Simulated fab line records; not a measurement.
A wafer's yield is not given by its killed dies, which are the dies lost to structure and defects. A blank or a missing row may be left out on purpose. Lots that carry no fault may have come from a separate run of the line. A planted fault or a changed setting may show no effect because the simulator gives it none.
fab line records	flow ritCmos
record: lots: 14	wafers: 42	lastDay: 7
route steps=202 shown NRETRO@62 NLDD@112 NSD@139 M1@202
lots that met no fault: from a run of the same line without faults
startH: hours from the record's opening day to when the first of the lot's shown wafers began	waitH: how many hours have passed since the lot's step before this one	" same as the row above	L1.1+2: a row that stands for several wafers	- value missing, or start not given	* or withheld: withheld	< > ~ a bound
route shown NAME@n: names a module that has steps shown in the file, with the first one's number in the route	usual: mean/standard deviation taken from wafers without a fault	same: alike in all rows	chamber/n: place in a boat	sites: the reading at each site	_std_site: their standard deviation	_edge_site: the outer-site mean with the inner-site mean subtracted	radiusMm: for every site, how far away it sits from the centre of the wafer	mask NAME#n: copy n	behind: tool/chamber where the wafer was last shaped	hold: the reason the lot was held/the length of the hold in hours/how it ended	device: names the non-switching transistor (n, p or np)	end of line: tests of these same wafers at the route's end	a step with no rows: only its recipe	killed: at the first sort, the dies lost to defects and structure; wafer yield is something else	map: shows each die of a wafer: x if killed, . if not, _ if none is there
set.NAME: the setting as run; set.NAME@STEP: as run at that earlier step	model.NAME: the simulator's own value behind a step, which no gauge read
a sample of lots followed through the steps of the route, with each step as a table and each wafer as a row
services: the hour from which a tool's chamber was out of use, counted from the record's first day as startH (under 0 if before that day), plus the number of hours and why
== steps ==
step: RIT_NRETRO_STRIP_09
recipe: chemistry: O2	timeS: 180	resist: NOVOLAK	platenTempC: withheld	powerW: 500	pressureMtorr: 4000	o2FlowSccm: 4000
usual: drypumpMotorCurrentA: 6.0/0.47
lot.wafer	tool	chamber	startH	waitH	drypumpMotorCurrentA	rfHoursCounterH
L499.3	plasmaAsher-04	0	45.30	0.1	6.3	-
L499.5	"	1	"	"	6.7	-
L499.6	"	0	"	"	6.3	-
L500.1	plasmaAsher-01	1	51.63	0.1	5.8	38
L500.3	"	0	"	"	5.9	-
L500.6	"	1	"	"	5.8	-
L501.2	plasmaAsher-04	0	57.09	0.1	6.4	26
L501.3	"	0	"	"	6.3	-
L501.4	"	1	"	"	6.7	-
L502.1	plasmaAsher-01	0	57.34	0.1	5.9	39
L502.5	"	1	"	"	5.8	-
L502.6	"	0	"	"	5.9	-
L504.1	plasmaAsher-04	0	65.14	0.1	6.3	27
L504.2	"	1	"	"	6.7	27
L504.6	"	1	"	"	6.7	-
L503.2	plasmaAsher-02	0	65.39	0.1	5.8	43
L503.3	"	1	"	"	5.4	-
L503.5	"	1	"	"	5.4	-
L506.3	plasmaAsher-04	1	68.94	0.1	6.7	-
L506.4	"	0	"	"	6.3	-
L506.5	"	1	"	"	6.7	-
L505.2	plasmaAsher-02	1	69.13	0.1	5.4	43
L505.3	"	1	"	"	5.4	-
L505.5	"	0	"	"	5.8	-
L510.3	plasmaAsher-04	0	90.62	0.1	6.4	-
L510.4	"	1	"	"	6.7	-
L510.6	"	0	"	"	6.3	-
L511.2	plasmaAsher-02	0	94.95	0.1	5.8	47
L511.5	"	0	"	"	5.8	-
L511.6	"	1	"	"	5.3	-
L512.2	plasmaAsher-02	0	98.38	0.1	5.8	48
L512.5	"	0	"	"	5.8	-
L512.6	"	1	"	"	5.4	-
L515.1	plasmaAsher-04	1	111.67	0.1	6.7	35
L515.3	"	0	"	"	6.3	-
L515.6	"	1	"	"	6.7	-
L518.2	plasmaAsher-02	1	131.03	0.1	5.4	52
L518.4	"	1	"	"	5.4	-
L518.5	"	0	"	"	5.7	-
L522.2	plasmaAsher-02	0	149.16	0.1	5.8	54
L522.4	"	1	"	"	5.4	-
L522.5	"	1	"	"	5.3	-
step: RIT_NRETRO_TW_MEAS_10
usual: NRETRO_TW: 1049/4.9
lot.wafer	tool	chamber	startH	waitH	NRETRO_TW
L499.3	filmMetro-03	-	45.43	0.1	1056
L499.5	"	-	"	"	1055
L499.6	"	-	"	"	1053
L500.1	filmMetro-04	-	51.81	0.1	1045
L500.3	"	-	"	"	1045
L500.6	"	-	"	"	1047
L501.2	filmMetro-04	-	57.28	0.1	1053
L501.3	"	-	"	"	1052
L501.4	"	-	"	"	1042
L502.1	filmMetro-03	-	57.52	0.1	1053
L502.5	"	-	"	"	1053
L502.6	"	-	"	"	1054
L504.1	filmMetro-04	-	65.32	0.1	1049
L504.2	"	-	"	"	1049
L504.6	"	-	"	"	1043
L503.2	filmMetro-03	-	65.58	0.1	1058
L503.3	"	-	"	"	1054
L503.5	"	-	"	"	1055
L506.3	filmMetro-03	-	69.11	0.1	1054
L506.4	"	-	"	"	1056
L506.5	"	-	"	"	1062
L505.2	filmMetro-02	-	69.32	0.1	1052
L505.3	"	-	"	"	1048
L505.5	"	-	"	"	1054
L510.3	filmMetro-04	-	90.76	0.1	1045
L510.4	"	-	"	"	1041
L510.6	"	-	"	"	1046
L511.2	filmMetro-03	-	95.16	0.2	1050
L511.5	"	-	"	"	1046
L511.6	"	-	"	"	1051
L512.2	filmMetro-03	-	98.57	0.1	1050
L512.5	"	-	"	"	1052
L512.6	"	-	"	"	1052
L515.1	filmMetro-03	-	111.85	0.1	1051
L515.3	"	-	"	"	1049
L515.6	"	-	"	"	1054
L518.2	filmMetro-03	-	131.22	0.1	1053
L518.4	"	-	"	"	1050
L518.5	"	-	"	"	1051
L522.2	filmMetro-03	-	149.35	0.1	1045
L522.4	"	-	"	"	1048
L522.5	"	-	"	"	1045
step: RIT_NLDD_STRIP_09
recipe: chemistry: O2	timeS: 180	resist: NOVOLAK	platenTempC: withheld	powerW: 500	pressureMtorr: 4000	o2FlowSccm: 4000
usual: drypumpMotorCurrentA: 5.68/0.21
lot.wafer	tool	chamber	startH	waitH	drypumpMotorCurrentA	rfHoursCounterH
L499.3	plasmaAsher-01	1	62.15	0.1	5.81	-
L499.5	"	1	"	"	5.82	-
L499.6	"	0	"	"	5.86	-
L500.1	plasmaAsher-02	0	68.85	0.1	5.77	43
L500.3	"	0	"	"	5.77	-
L500.6	"	0	"	"	5.76	-
L501.2	plasmaAsher-01	0	73.31	0.1	5.83	41
L501.3	"	1	"	"	5.80	-
L501.4	"	0	"	"	5.84	-
L502.1	plasmaAsher-03	1	73.84	0.1	5.42	40
L502.5	"	0	"	"	5.87	-
L502.6	"	1	"	"	5.44	-
L504.1	plasmaAsher-01	0	78.70	0.1	5.86	41
L504.2	"	1	"	"	5.78	41
L504.6	"	0	"	"	5.89	-
L503.2	plasmaAsher-03	0	78.80	0.1	5.90	40
L503.3	"	0	"	"	5.89	-
L503.5	"	1	"	"	5.45	-
L506.3	plasmaAsher-02	0	85.48	0.1	5.79	-
L506.4	"	1	"	"	5.36	-
L506.5	"	0	"	"	5.79	-
L505.2	plasmaAsher-02	1	86.05	0.1	5.37	45
L505.3	"	1	"	"	5.36	-
L505.5	"	0	"	"	5.82	-
L510.3	plasmaAsher-03	0	103.34	0.1	5.86	-
L510.4	"	1	"	"	5.45	-
L510.6	"	0	"	"	5.88	-
L511.2	plasmaAsher-03	1	107.89	0.1	5.43	45
L511.5	"	0	"	"	5.87	-
L511.6	"	1	"	"	5.43	-
L512.2	plasmaAsher-02	0	113.49	0.1	5.78	50
L512.5	"	0	"	"	5.78	-
L512.6	"	1	"	"	5.36	-
L515.1	plasmaAsher-01	1	125.55	0.1	5.79	0
L515.3	"	1	"	"	5.77	-
L515.6	"	0	"	"	5.87	-
L518.2	plasmaAsher-01	0	144.20	0.1	5.85	2
L518.4	"	1	"	"	5.79	-
L518.5	"	1	"	"	5.77	-
L522.2	plasmaAsher-02	0	161.91	0.1	5.79	55
L522.4	"	1	"	"	5.34	-
L522.5	"	1	"	"	5.35	-
step: RIT_NSD_IMPLANT_08
recipe: species: P	energyKev: 25	doseCm2: 1e+15	tiltDeg: 7
usual: doseIonsCm2: 1.0001e+15/1.3e+12	endStationPressureTorr: 7.5e-06/3.6e-07	faradayCurrentUA: 3129/65
lot.wafer	tool	chamber	startH	waitH	doseIonsCm2	endStationPressureTorr	faradayCurrentUA
L499.3	implanter-04	0	67.77	0.1	1.0016e+15	8.3e-06	3092
L499.5	"	0	"	"	1.0015e+15	8.2e-06	3137
L499.6	"	0	"	"	9.992e+14	7.5e-06	3109
L500.1	implanter-03	0	74.49	0.1	1.0013e+15	7.8e-06	3150
L500.3	"	0	"	"	1.0001e+15	7.3e-06	3205
L500.6	"	0	"	"	9.991e+14	6.9e-06	3045
L501.2	implanter-03	0	78.82	0.1	9.994e+14	8.3e-06	3094
L501.3	"	0	"	"	1.0007e+15	7.4e-06	3091
L501.4	"	0	"	"	1.0014e+15	7.4e-06	3131
L502.1	implanter-02	0	79.41	0.1	9.997e+14	7.4e-06	3174
L502.5	"	0	"	"	9.98e+14	7.8e-06	3076
L502.6	"	0	"	"	1.0009e+15	8.1e-06	3184
L504.1	implanter-04	0	84.29	0.1	1.0004e+15	7.1e-06	3197
L504.2	"	0	"	"	1.0004e+15	7e-06	3093
L504.6	"	0	"	"	9.993e+14	7.1e-06	3179
L503.2	implanter-04	0	86.08	0.1	9.995e+14	7.3e-06	3212
L503.3	"	0	"	"	9.992e+14	7.2e-06	3130
L503.5	"	0	"	"	1.0001e+15	7.4e-06	3019
L506.3	implanter-04	0	90.85	0.1	1.0004e+15	8e-06	3106
L506.4	"	0	"	"	9.986e+14	6.2e-06	3231
L506.5	"	0	"	"	9.972e+14	7.2e-06	3095
L505.2	implanter-04	0	92.66	0.1	1.0013e+15	7.1e-06	2979
L505.3	"	0	"	"	1.0009e+15	7.4e-06	3243
L505.5	"	0	"	"	1.0021e+15	7.7e-06	3192
L510.3	implanter-02	0	108.92	0.1	9.99e+14	7.6e-06	3074
L510.4	"	0	"	"	9.981e+14	7e-06	3034
L510.6	"	0	"	"	9.991e+14	7e-06	3106
L511.2	implanter-04	0	113.30	0.1	9.999e+14	7.5e-06	3108
L511.5	"	0	"	"	1.0024e+15	7.9e-06	3100
L511.6	"	0	"	"	1.0024e+15	7.8e-06	3069
L512.2	implanter-02	0	118.87	0.1	4.334e+14	5.9e-06	1304
L512.5	"	0	"	"	4.337e+14	6.1e-06	1405
L512.6	"	0	"	"	4.338e+14	6.3e-06	1338
L515.1	implanter-02	0	131.05	0.1	4.318e+14	5.9e-06	1385
L515.3	"	0	"	"	4.331e+14	6.4e-06	1346
L515.6	"	0	"	"	4.333e+14	6.1e-06	1374
L518.2	implanter-03	0	149.57	0.1	9.994e+14	7.1e-06	3173
L518.4	"	0	"	"	1.0008e+15	7.5e-06	3075
L518.5	"	0	"	"	1e+15	7.3e-06	3134
L522.2	implanter-03	0	167.12	0.1	1.0012e+15	7.7e-06	3165
L522.4	"	0	"	"	1.0031e+15	7.3e-06	3144
L522.5	"	0	"	"	1.0022e+15	7.8e-06	3278
step: RIT_NSD_TW_MEAS_10
usual: NSD_TW: 3112/12
lot.wafer	tool	chamber	startH	waitH	NSD_TW
L499.3	filmMetro-02	-	68.06	0.1	3112
L499.5	"	-	"	"	3119
L499.6	"	-	"	"	3127
L500.1	filmMetro-02	-	74.81	0.1	3104
L500.3	"	-	"	"	3099
L500.6	"	-	"	"	3115
L501.2	filmMetro-04	-	79.13	0.1	3100
L501.3	"	-	"	"	3094
L501.4	"	-	"	"	3104
L502.1	filmMetro-04	-	79.73	0.1	3096
L502.5	"	-	"	"	3089
L502.6	"	-	"	"	3099
L504.1	filmMetro-04	-	84.62	0.1	3098
L504.2	"	-	"	"	3107
L504.6	"	-	"	"	3108
L503.2	filmMetro-03	-	86.39	0.1	3100
L503.3	"	-	"	"	3104
L503.5	"	-	"	"	3106
L506.3	filmMetro-03	-	91.15	0.1	3111
L506.4	"	-	"	"	3102
L506.5	"	-	"	"	3110
L505.2	filmMetro-02	-	92.97	0.1	3117
L505.3	"	-	"	"	3114
L505.5	"	-	"	"	3127
L510.3	filmMetro-04	-	109.21	0.1	3088
L510.4	"	-	"	"	3112
L510.6	"	-	"	"	3106
L511.2	filmMetro-03	-	113.61	0.1	3113
L511.5	"	-	"	"	3113
L511.6	"	-	"	"	3128
L512.2	filmMetro-03	-	119.18	0.1	2551
L512.5	"	-	"	"	2556
L512.6	"	-	"	"	2546
L515.1	filmMetro-04	-	131.38	0.1	2532
L515.3	"	-	"	"	2540
L515.6	"	-	"	"	2545
L518.2	filmMetro-03	-	149.88	0.1	3101
L518.4	"	-	"	"	3108
L518.5	"	-	"	"	3111
L522.2	filmMetro-02	-	167.43	0.1	3106
L522.4	"	-	"	"	3094
L522.5	"	-	"	"	3097
step: RIT_SDANNEAL_RS_MEAS_05
recipe: thkMeasGauge: four-point-probe
usual: NSD_RS: 84.48/0.26
lot.wafer	tool	chamber	startH	waitH	NSD_RS[ohm/sq]
L499.3	filmMetro-03	-	70.18	0.1	84.64
L499.5	"	-	"	"	84.55
L499.6	"	-	"	"	84.66
L500.1	filmMetro-02	-	76.96	0.1	84.65
L500.3	"	-	"	"	84.97
L500.6	"	-	"	"	84.96
L501.2	filmMetro-03	-	81.98	0.1	84.06
L501.3	"	-	"	"	84.48
L501.4	"	-	"	"	84.36
L502.1	filmMetro-04	-	82.12	0.1	84.37
L502.5	"	-	"	"	84.46
L502.6	"	-	"	"	84.59
L504.1	filmMetro-04	-	86.88	0.1	84.46
L504.2	"	-	"	"	84.49
L504.6	"	-	"	"	84.39
L503.2	filmMetro-02	-	88.55	0.1	84.63
L503.3	"	-	"	"	84.79
L503.5	"	-	"	"	84.72
L506.3	filmMetro-03	-	93.42	0.1	84.86
L506.4	"	-	"	"	84.89
L506.5	"	-	"	"	84.74
L505.2	filmMetro-04	-	95.05	0.1	84.23
L505.3	"	-	"	"	84.56
L505.5	"	-	"	"	84.18
L510.3	filmMetro-04	-	111.40	0.1	84.62
L510.4	"	-	"	"	84.52
L510.6	"	-	"	"	84.22
L511.2	filmMetro-03	-	115.64	0.1	84.43
L511.5	"	-	"	"	84.49
L511.6	"	-	"	"	84.66
L512.2	filmMetro-04	-	121.28	0.1	164.62
L512.5	"	-	"	"	165.56
L512.6	"	-	"	"	166.12
L515.1	filmMetro-03	-	133.81	0.1	167.35
L515.3	"	-	"	"	165.52
L515.6	"	-	"	"	166.21
L518.2	filmMetro-03	-	152.14	0.1	84.64
L518.4	"	-	"	"	84.60
L518.5	"	-	"	"	84.99
L522.2	filmMetro-04	-	169.46	0.1	84.44
L522.4	"	-	"	"	84.31
L522.5	"	-	"	"	84.47
step: RIT_M1_PROBE_99
usual: killed_at_M0_to_M3: 0.0/0.14	killedAtFrontEnd: 7.3/2.8	killedDies: 7.3/2.8	killedOpen: 3.8/1.9	killedShort: 3.5/1.8
same: grossDies: 264	killed_at_M4_up: 0	killedAtBackSide: 0	killedAtContacts: 0	killedAtOther: 0
lot.wafer	tool	chamber	startH	waitH	killed_at_M0_to_M3	killedAtFrontEnd	killedDies	killedOpen	killedShort
L499.3	prober-01	-	77.67	0.2	0	7	7	2	5
L499.5	prober-01	-	77.77	0.2	0	6	6	5	1
L499.6	prober-01	-	77.82	0.2	0	3	3	3	0
L500.1	prober-02	-	84.26	0.1	0	8	8	3	5
L500.3	prober-02	-	84.36	0.2	0	6	6	4	2
L500.6	prober-02	-	84.51	0.2	0	13	13	5	8
L501.2	prober-01	-	89.75	0.1	1	6	7	2	5
L501.3	prober-01	-	89.80	0.2	0	1	1	1	0
L501.4	prober-01	-	89.85	0.2	0	11	11	8	3
L502.1	prober-02	-	91.20	0.1	0	7	7	2	5
L502.5	prober-02	-	91.40	0.2	0	3	3	2	1
L502.6	prober-02	-	91.45	0.2	0	5	5	3	2
L504.1	prober-01	-	94.25	0.1	1	6	7	3	4
L504.2	prober-01	-	94.30	0.1	0	6	6	2	4
L504.6	prober-01	-	94.50	0.2	0	6	6	3	3
L503.2	prober-02	-	96.23	0.1	0	9	9	5	4
L503.3	prober-02	-	96.28	0.2	0	6	6	4	1
L503.5	prober-02	-	96.38	0.2	0	8	8	6	2
L506.3	prober-01	-	101.03	0.2	0	7	7	4	3
L506.4	prober-01	-	101.08	0.2	0	8	8	3	5
L506.5	prober-01	-	101.13	0.2	0	4	4	3	1
L505.2	prober-02	-	102.57	0.1	0	12	12	3	9
L505.3	prober-02	-	102.62	0.2	0	9	9	3	6
L505.5	prober-02	-	102.72	0.2	0	6	6	3	3
L510.3	prober-02	-	118.92	0.2	0	8	8	4	4
L510.4	prober-02	-	118.97	0.2	0	6	6	3	3
L510.6	prober-02	-	119.07	0.2	0	13	13	9	4
L511.2	prober-01	-	123.40	0.1	0	10	10	6	4
L511.5	prober-01	-	123.55	0.2	0	2	2	0	2
L511.6	prober-01	-	123.60	0.2	0	7	7	2	5
L512.2	prober-02	-	128.43	0.1	0	8	8	5	3
L512.5	prober-02	-	128.58	0.2	0	8	8	5	3
L512.6	prober-02	-	128.63	0.2	0	8	8	5	3
L515.1	prober-01	-	150.95	0.1	0	13	13	9	4
L515.3	prober-01	-	151.05	0.2	0	6	6	2	4
L515.6	prober-01	-	151.20	0.2	0	6	6	4	2
L518.2	prober-02	-	159.42	0.1	0	8	8	4	4
L518.4	prober-02	-	159.52	0.2	0	11	11	4	7
L518.5	prober-02	-	159.57	0.2	0	6	6	4	2
L522.2	prober-02	-	176.69	0.1	0	3	3	3	0
L522.4	prober-02	-	176.79	0.2	0	4	4	2	2
L522.5	prober-02	-	176.84	0.2	0	6	6	1	5
killed by level:class
L499.3 GATE:geometricParticle:open=2 REOX:geometricParticle:short=2 SPACER:geometricParticle:short=2 FOX1:geometricParticle:short=1
L499.5 REOX:geometricParticle:open=3 FOX2:geometricParticle:open=1 REOX:geometricParticle:short=1 SPACER:geometricParticle:open=1
L499.6 REOX:geometricParticle:open=1 SPACER:geometricParticle:open=1 SILICIDE:geometricParticle:open=1
L500.1 FOX2:geometricParticle:short=2 FOX1:geometricParticle:short=1 FOX2:geometricParticle:open=1 GATE:geometricParticle:short=1 GATE:geometricParticle:open=1 REOX:geometricParticle:short=1 SILICIDE:geometricParticle:open=1
L500.3 SPACER:geometricParticle:open=2 FOX1:geometricParticle:short=1 GATE:geometricParticle:open=1 REOX:geometricParticle:open=1 SPACER:geometricParticle:short=1
L500.6 GATE:geometricParticle:short=4 GATE:geometricParticle:open=3 REOX:geometricParticle:short=2 FOX1:geometricParticle:short=1 FOX2:geometricParticle:open=1 SPACER:geometricParticle:open=1 SILICIDE:geometricParticle:short=1
L501.2 GATE:geometricParticle:short=3 GATE:geometricParticle:open=1 REOX:geometricParticle:open=1 SPACER:geometricParticle:short=1 M1:geometricParticle:short=1
L501.3 FOX2:geometricParticle:open=1
L501.4 GATE:geometricParticle:open=5 SPACER:geometricParticle:open=2 SILICIDE:geometricParticle:short=2 GATE:geometricParticle:short=1 REOX:geometricParticle:open=1
L502.1 GATE:geometricParticle:open=2 FOX1:geometricParticle:short=1 FOX2:geometricParticle:short=1 GATE:geometricParticle:short=1 REOX:geometricParticle:short=1 SPACER:geometricParticle:short=1
L502.5 GATE:geometricParticle:open=1 FOX2:geometricParticle:open=1 GATE:geometricParticle:short=1
L502.6 GATE:geometricParticle:short=2 FOX1:geometricParticle:open=1 GATE:geometricParticle:open=1 REOX:geometricParticle:open=1
L504.1 FOX1:geometricParticle:open=1 FOX1:geometricParticle:short=1 FOX2:geometricParticle:short=1 GATE:geometricParticle:open=1 GATE:geometricParticle:short=1 SPACER:geometricParticle:open=1 M1:geometricParticle:short=1
L504.2 FOX1:geometricParticle:short=3 FOX1:geometricParticle:open=1 GATE:geometricParticle:open=1 GATE:geometricParticle:short=1
L504.6 FOX1:geometricParticle:open=2 SILICIDE:geometricParticle:short=2 FOX2:geometricParticle:short=1 FOX2:geometricParticle:open=1
L503.2 GATE:geometricParticle:short=2 SPACER:geometricParticle:open=2 SILICIDE:geometricParticle:open=2 FOX1:geometricParticle:open=1 FOX1:geometricParticle:short=1 SILICIDE:geometricParticle:short=1
L503.3 SPACER:geometricParticle:open=2 FOX1:geometricParticle:short=1 GATE:geometricParticle:open=1 REOX:geometricParticle:open=1 NLDD:coatMicrobubblePrinted=1
L503.5 FOX2:geometricParticle:open=2 GATE:geometricParticle:open=2 GATE:geometricParticle:short=1 REOX:geometricParticle:open=1 SPACER:geometricParticle:short=1 SILICIDE:geometricParticle:open=1
L506.3 REOX:geometricParticle:open=2 FOX1:geometricParticle:open=1 FOX1:geometricParticle:short=1 FOX2:geometricParticle:short=1 GATE:geometricParticle:open=1 SPACER:geometricParticle:short=1
L506.4 FOX1:geometricParticle:short=3 FOX1:geometricParticle:open=1 GATE:geometricParticle:short=1 REOX:geometricParticle:open=1 SILICIDE:geometricParticle:open=1 SILICIDE:geometricParticle:short=1
L506.5 SILICIDE:geometricParticle:open=2 FOX1:geometricParticle:open=1 REOX:geometricParticle:short=1
L505.2 GATE:geometricParticle:short=7 GATE:geometricParticle:open=2 FOX1:geometricParticle:short=1 REOX:geometricParticle:open=1 SPACER:geometricParticle:short=1
L505.3 GATE:geometricParticle:short=2 REOX:geometricParticle:open=2 SILICIDE:geometricParticle:short=2 FOX2:geometricParticle:short=1 REOX:geometricParticle:short=1 SILICIDE:geometricParticle:open=1
L505.5 REOX:geometricParticle:short=2 FOX2:geometricParticle:open=1 FOX2:geometricParticle:short=1 GATE:geometricParticle:open=1 REOX:geometricParticle:open=1
L510.3 GATE:geometricParticle:short=2 FOX1:geometricParticle:short=1 GATE:geometricParticle:open=1 REOX:geometricParticle:open=1 SPACER:geometricParticle:open=1 SILICIDE:geometricParticle:open=1 SILICIDE:geometricParticle:short=1
L510.4 GATE:geometricParticle:short=3 FOX1:geometricParticle:open=1 GATE:geometricParticle:open=1 SILICIDE:geometricParticle:open=1
L510.6 FOX2:geometricParticle:open=2 GATE:geometricParticle:open=2 REOX:geometricParticle:open=2 SPACER:geometricParticle:open=2 ACTIVE:geometricParticle:open=1 FOX1:geometricParticle:short=1 GATE:geometricParticle:short=1 REOX:geometricParticle:short=1
L511.2 GATE:geometricParticle:short=3 GATE:geometricParticle:open=3 SPACER:geometricParticle:open=2 FOX2:geometricParticle:short=1 SILICIDE:geometricParticle:open=1
L511.5 GATE:geometricParticle:short=1 REOX:geometricParticle:short=1
L511.6 GATE:geometricParticle:short=3 FOX1:geometricParticle:short=1 FOX2:geometricParticle:short=1 GATE:geometricParticle:open=1 REOX:geometricParticle:open=1
L512.2 REOX:geometricParticle:open=3 GATE:geometricParticle:open=2 REOX:geometricParticle:short=2 GATE:geometricParticle:short=1
L512.5 FOX1:geometricParticle:open=1 FOX2:geometricParticle:short=1 GATE:geometricParticle:open=1 GATE:geometricParticle:short=1 REOX:geometricParticle:short=1 REOX:geometricParticle:open=1 SPACER:geometricParticle:open=1 SILICIDE:geometricParticle:open=1
L512.6 REOX:geometricParticle:open=4 GATE:geometricParticle:short=2 GATE:geometricParticle:open=1 REOX:geometricParticle:short=1
L515.1 GATE:geometricParticle:open=3 REOX:geometricParticle:open=2 SILICIDE:geometricParticle:open=2 FOX1:geometricParticle:short=1 FOX1:geometricParticle:open=1 GATE:geometricParticle:short=1 REOX:geometricParticle:short=1 SPACER:geometricParticle:open=1
L515.3 GATE:geometricParticle:short=2 FOX1:geometricParticle:open=1 FOX1:geometricParticle:short=1 SILICIDE:geometricParticle:short=1 SILICIDE:geometricParticle:open=1
L515.6 GATE:geometricParticle:short=2 SILICIDE:geometricParticle:open=2 GATE:geometricParticle:open=1 REOX:geometricParticle:open=1
L518.2 FOX1:geometricParticle:open=2 REOX:geometricParticle:short=2 GATE:geometricParticle:short=1 GATE:geometricParticle:open=1 SILICIDE:geometricParticle:open=1 SILICIDE:geometricParticle:short=1
L518.4 SILICIDE:geometricParticle:open=3 FOX1:geometricParticle:short=2 GATE:geometricParticle:short=2 SILICIDE:geometricParticle:short=2 FOX1:geometricParticle:open=1 REOX:geometricParticle:short=1
L518.5 FOX2:geometricParticle:open=2 FOX1:geometricParticle:open=1 FOX2:geometricParticle:short=1 GATE:geometricParticle:open=1 REOX:geometricParticle:short=1
L522.2 GATE:geometricParticle:open=2 SILICIDE:geometricParticle:open=1
L522.4 FOX1:geometricParticle:short=1 FOX2:geometricParticle:open=1 GATE:geometricParticle:open=1 GATE:geometricParticle:short=1
L522.5 GATE:geometricParticle:short=3 FOX1:geometricParticle:short=1 GATE:geometricParticle:open=1 SPACER:geometricParticle:short=1
== services ==
tool	chamber	startH	hours	kind
implanter-02	-	27.14	9.0	pm
implanter-03	-	34.92	5.1	pm
implanter-02	-	79.65	3.0	pm
plasmaAsher-01	-	83.33	28.1	pm
implanter-03	-	90.35	1.7	repair
plasmaAsher-01	-	111.44	9.0	pm
plasmaAsher-01	0	111.44	9.0	ventCycle
plasmaAsher-01	1	111.44	9.0	ventCycle
plasmaAsher-01	-	113.25	4.2	repair
plasmaAsher-01	0	120.44	-	clean
plasmaAsher-01	1	120.44	-	clean
plasmaAsher-01	-	159.39	3.5	repair
== key ==
firstSign: step: RIT_NSD_IMPLANT_08	reading: doseIonsCm2	direction: down	sigmas: 99+	usual: 1.0001e+15	struck: 4.332e+14
effect: step: RIT_NSD_IMPLANT_08	reading: faradayCurrentUA	direction: down	sigmas: 27	usual: 3129	struck: 1359
effect: step: RIT_NSD_TW_MEAS_10	reading: NSD_TW	direction: down	sigmas: 46	usual: 3112	struck: 2545
effect: step: RIT_SDANNEAL_RS_MEAS_05	reading: NSD_RS	direction: up	sigmas: 99+	usual: 84.48	struck: 165.90
metAt RIT_NSD_IMPLANT_08
struckLots L512,L515
testerLeftOut L512,L515
notActingAt RIT_NRETRO_STRIP_09,RIT_NRETRO_TW_MEAS_10,RIT_NLDD_STRIP_09
onsetBetween 108.92 118.87
fault: kind: processParameterDrift	tool: implanter-02	chamber: -	onsetH: 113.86	steps: RIT_NSD_IMPLANT_08	channel: doseCm2	offset: -5.6654e+14	shape: step	endH: 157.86	actsIn: theseRecipesOnly	stated: 1e+15
testerLeftOut: of these lots the tester's yield and bins aren't shown, on N5 and GAA mostly nor the transistor test; their killed dies are dies lost to structure and defects alone, not to doping, threshold or leakage, so they don't give the yield
